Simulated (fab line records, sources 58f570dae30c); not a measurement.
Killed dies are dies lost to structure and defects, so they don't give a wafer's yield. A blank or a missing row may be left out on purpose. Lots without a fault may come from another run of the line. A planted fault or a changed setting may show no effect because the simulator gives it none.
Tool commonality check | flow berkeley_cmos170 | 14 lots, 38 wafers sampled

WHY IT WAS OPENED
At UCB170_V1_THK_MEAS_01 the reading V1_TEOS_THK is flagged on 2 of 14 lots. Wafers without a fault read 1995 nm, standard deviation 27.
Rule: a lot is flagged when every wafer of it that has a number lies more than 4 standard deviations from that mean, or none has a number. The other lots count as sound.

lot  | measured     | on            | V1_TEOS_THK (nm), wafer by wafer | flag
L405 | day 7 09:39  | film_metro-03 | 2001 1990 2016                   |
L406 | day 7 17:32  | film_metro-02 | 1977 1966 2011                   |
L407 | day 8 03:49  | film_metro-03 | 1969 1950 1982                   |
L410 | day 8 10:30  | film_metro-02 | 1953 1957 1990                   |
L409 | day 8 10:31  | film_metro-04 | 1987 2020 2023                   |
L411 | day 9 01:10  | film_metro-04 | 1976 2008 2011                   |
L415 | day 9 04:49  | film_metro-04 | 1992 2046 1989                   |
L414 | day 9 07:38  | film_metro-03 | 1968 2004 2024                   |
L419 | day 10 16:14 | film_metro-04 | 1986 2033 2024                   |
L421 | day 10 21:46 | film_metro-02 | 1446                             | FLAGGED
L424 | day 11 16:36 | film_metro-02 | 1948 1982 2017                   |
L423 | day 11 16:37 | film_metro-04 | 1398                             | FLAGGED
L425 | day 11 16:37 | film_metro-03 | 1973 2041 2037                   |
L426 | day 11 20:53 | film_metro-04 | 2013 2032 2020                   |
The numbers of the flagged lots are 1422 nm on average: -573 nm against the usual, or -21 standard deviations.

WHICH TOOL RAN EACH LOT
The record holds 2 process steps before the reading, out of a route of 331 steps. In each cell: the tool, then ch and the chambers that the sampled wafers went through, then the start.
lot  | flag    | UCB170_GATE_ETCH_15             | UCB170_V1_CVD_00
L405 |         | rie_si-02 ch 0,1,3, day 6 06:32 | pecvd-04 ch 0,1, day 7 09:30
L406 |         | rie_si-01 ch 0,1,3, day 6 15:27 | pecvd-01 ch 0,2, day 7 17:23
L407 |         | rie_si-02 ch 0,3, day 6 23:47   | pecvd-01 ch 1,2, day 8 03:40
L410 |         | rie_si-02 ch 1,2,3, day 7 06:58 | pecvd-01 ch 0,1,2, day 8 10:21
L409 |         | rie_si-01 ch 1,2, day 7 07:13   | pecvd-04 ch 1,2, day 8 10:21
L411 |         | rie_si-02 ch 1,3, day 8 00:28   | pecvd-01 ch 0,1, day 9 01:00
L415 |         | rie_si-01 ch 2,3, day 8 05:41   | pecvd-04 ch 0,1,2, day 9 04:38
L414 |         | rie_si-01 ch 0,1,3, day 8 05:57 | pecvd-03 ch 1,2, day 9 07:28
L419 |         | rie_si-01 ch 0,1,3, day 9 15:55 | pecvd-04 ch 0,1,2, day 10 16:05
L421 | FLAGGED | rie_si-01 ch 2, day 9 20:44     | pecvd-01 ch 0, day 10 21:36
L424 |         | rie_si-02 ch 0,2, day 10 12:08  | pecvd-04 ch 0,1, day 11 16:26
L423 | FLAGGED | rie_si-01 ch 2, day 10 11:52    | pecvd-01 ch 0, day 11 16:26
L425 |         | rie_si-02 ch 1,2, day 10 11:49  | pecvd-03 ch 0,1,2, day 11 16:26
L426 |         | rie_si-01 ch 0,3, day 10 18:36  | pecvd-04 ch 0,1,2, day 11 20:43
What these steps do:
- UCB170_GATE_ETCH_15: etches poly-Si in HBr/Cl2, stops on SiO2, time 56.3 s, target depth 278.2 nm.
- UCB170_V1_CVD_00: deposits SiO2 from TEOS/O2, target thk 2000 nm, time 250 s.
- UCB170_V1_THK_MEAS_01

FLAGGED OVER TOTAL, TOOL BY TOOL (the gauges that took the reading come last)
step                  | tool          | lots run | flagged | share of the flagged lots | sound lots run after its first flagged lot
UCB170_GATE_ETCH_15   | rie_si-01     | 8        | 2       | all                       | 1 (L426)
UCB170_GATE_ETCH_15   | rie_si-02     | 6        | 0       | none                      | -
UCB170_V1_CVD_00      | pecvd-01      | 6        | 2       | all                       | 0
UCB170_V1_CVD_00      | pecvd-03      | 2        | 0       | none                      | -
UCB170_V1_CVD_00      | pecvd-04      | 6        | 0       | none                      | -
UCB170_V1_THK_MEAS_01 | film_metro-02 | 4        | 1       | some                      | 1 (L424)
UCB170_V1_THK_MEAS_01 | film_metro-03 | 4        | 0       | none                      | -
UCB170_V1_THK_MEAS_01 | film_metro-04 | 6        | 1       | some                      | 1 (L426)

WHAT THE TABLE ALLOWS
2 rows of the table ran every flagged lot: rie_si-01 at UCB170_GATE_ETCH_15, pecvd-01 at UCB170_V1_CVD_00.
- rie_si-01 at UCB170_GATE_ETCH_15: 2 of its 8 lots flagged. Sound lots ran on it after the first flagged one (L426), which a lasting fault on the whole tool wouldn't allow.
- pecvd-01 at UCB170_V1_CVD_00: 2 of its 6 lots flagged. Its last sound lot is L411 (day 9 01:00), its first flagged lot L421 (day 10 21:36): a fault that began between those two fits.
One tool is left: pecvd-01 at UCB170_V1_CVD_00.

WHAT THE SIMULATOR HAD PUT IN
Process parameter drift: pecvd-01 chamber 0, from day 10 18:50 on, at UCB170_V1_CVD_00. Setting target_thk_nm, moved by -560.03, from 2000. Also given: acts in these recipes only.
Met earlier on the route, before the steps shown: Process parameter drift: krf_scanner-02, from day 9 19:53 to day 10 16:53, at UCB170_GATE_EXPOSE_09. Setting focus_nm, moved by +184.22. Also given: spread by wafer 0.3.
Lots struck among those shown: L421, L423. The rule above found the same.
